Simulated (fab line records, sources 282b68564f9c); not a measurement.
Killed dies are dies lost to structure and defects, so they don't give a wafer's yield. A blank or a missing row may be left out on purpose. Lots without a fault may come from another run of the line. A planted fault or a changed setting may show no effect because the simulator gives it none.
Which tool did it? | flow rit_cmos | 14 lots, 42 wafers sampled, at 2 steps of a route of 202

WHAT THE GAUGES READ, wafer by wafer
The record holds no reading of a measuring or inspecting step that can be judged against a usual standard deviation.

WHICH TOOL RAN EACH LOT (tool, then ch and the chambers of the sampled wafers, then the start)
lot  | RIT_SPACER_ETCHBACK_05            | RIT_M1_PROBE_99
L722 | rie_diel-04 ch 0,1,2, day 3 06:29 | -
L723 | rie_diel-03 ch 0,2, day 3 12:31   | -
L724 | rie_diel-04 ch 0,2,3, day 3 18:27 | prober-01, day 4 05:31
L725 | rie_diel-04 ch 1,2, day 3 23:41   | prober-02, day 4 11:06
L726 | rie_diel-04 ch 1,2,3, day 4 09:35 | -
L727 | rie_diel-01 ch 0,2,3, day 4 14:50 | -
L728 | rie_diel-04 ch 0,2,3, day 4 17:27 | -
L729 | rie_diel-04 ch 0,2,3, day 4 21:20 | -
L731 | rie_diel-04 ch 0,3, day 5 04:32   | -
L733 | rie_diel-03 ch 2,3, day 5 15:02   | -
L740 | rie_diel-01 ch 0,2,3, day 7 01:40 | -
L741 | rie_diel-03 ch 0,1,3, day 7 03:10 | -
L744 | rie_diel-03 ch 0,2,3, day 7 18:52 | prober-01, day 8 06:11
L745 | rie_diel-01 ch 0,3, day 8 00:30   | -
- RIT_SPACER_ETCHBACK_05: etches Si3N4 in SF6/CHF3, stops on SiO2, target depth 250 nm, time 240 s.
- RIT_M1_PROBE_99

WHAT THE TOOLS THEMSELVES READ (means of the sampled wafers that have a number; where no wafer has one, the mark that the record gives instead)
RIT_SPACER_ETCHBACK_05. Usual: drypump_motor_current_A 5.6 A, standard deviation 0.41; oes_product_au 0.849 a.u., standard deviation 0.014; rf_fwd_power_W 249.2 W, standard deviation 0.81; run_length_s 268.2 s, standard deviation 0.51; throttle_valve_pct 10.19 %, standard deviation 0.15.
lot  | tool        | drypump_motor_current_A (A) | oes_product_au (a.u.) | rf_fwd_power_W (W) | run_length_s (s) | throttle_valve_pct (%) | flag
L722 | rie_diel-04 | 5.5                         | 0.846                 | 249.5              | 268.4            | 10.15                  |
L723 | rie_diel-03 | 5.9                         | 0.849                 | 248.7              | 268.3            | 10.24                  |
L724 | rie_diel-04 | 5.7                         | 0.846                 | 249.0              | 268.1            | 10.18                  |
L725 | rie_diel-04 | 5.5                         | 0.855                 | 249.4              | 268.4            | 10.18                  |
L726 | rie_diel-04 | 5.6                         | 0.848                 | 249.2              | 268.4            | 10.09                  |
L727 | rie_diel-01 | 5.5                         | 0.876                 | 249.6              | 267.9            | 10.27                  |
L728 | rie_diel-04 | 5.7                         | 0.838                 | 249.0              | 267.8            | 10.17                  |
L729 | rie_diel-04 | 5.7                         | 0.672                 | 249.6              | 364.0            | 10.11                  | OFF
L731 | rie_diel-04 | 5.9                         | 0.668                 | 248.6              | 363.8            | 10.01                  | OFF
L733 | rie_diel-03 | 5.4                         | 0.843                 | 249.3              | 268.2            | 10.32                  |
L740 | rie_diel-01 | 5.6                         | 0.869                 | 248.5              | 267.9            | 10.27                  |
L741 | rie_diel-03 | 5.5                         | 0.841                 | 249.2              | 268.4            | 10.26                  |
L744 | rie_diel-03 | 5.6                         | 0.836                 | 249.4              | 268.4            | 10.27                  |
L745 | rie_diel-01 | 5.9                         | 0.849                 | 250.1              | 268.0            | 10.30                  |

RIT_M1_PROBE_99. Usual: killed_at_contacts 0.1, standard deviation 0.37; killed_at_front_end 6.9, standard deviation 2.9; killed_dies 7.1, standard deviation 2.9; killed_open 3.3, standard deviation 1.8; killed_short 3.6, standard deviation 2.2.
lot  | tool      | killed_at_contacts | killed_at_front_end | killed_dies | killed_open | killed_short | flag
L724 | prober-01 | 0.0                | 6.0                 | 6.0         | 3.7         | 2.3          |
L725 | prober-02 | 0.0                | 12.7                | 12.7        | 6.0         | 6.7          |
L744 | prober-01 | 0.3                | 7.7                 | 8.0         | 4.7         | 3.3          |

THE ANSWER, worked out from the rows above alone
Rule: a lot is off if the mean of its wafers that have a number lies more than 3 standard deviations from the usual mean. A lot without any number at a reading at which 4 lots or more have one is off too. The other lots that the step has rows for count as sound. The gauges are gone through in route order, then the tools' own readings, and for those a lot's mean is taken as printed above. The first step at which some lot is off is used, and at that step the reading that is off furthest; a lot without a number counts as furthest.
Off: L729, L731, at RIT_SPACER_ETCHBACK_05 (run_length_s).
A tool fits if, at that step or a process step before it, it ran every lot that is off, and no sound lot after the first of them. One fits: rie_diel-04 at RIT_SPACER_ETCHBACK_05. Its last sound lot is L728 (day 4 17:27), its first lot that is off L729 (day 4 21:20): a fault that began between those two fits.
The tool's own readings at RIT_SPACER_ETCHBACK_05 bear it out: on the lots that are off they differ by more than 5 times the standard deviation of the sound lots' means. oes_product_au reads 0.670 a.u. there against 0.850 a.u. on the sound lots; run_length_s reads 363.9 s there against 268.2 s on the sound lots.

WHAT THE SIMULATOR HAD PUT IN
Process parameter drift: rie_diel-04, from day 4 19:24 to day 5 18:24, at RIT_SPACER_ETCHBACK_05. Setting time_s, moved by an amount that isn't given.
Lots struck among those shown: L729, L731. The rule above found the same.
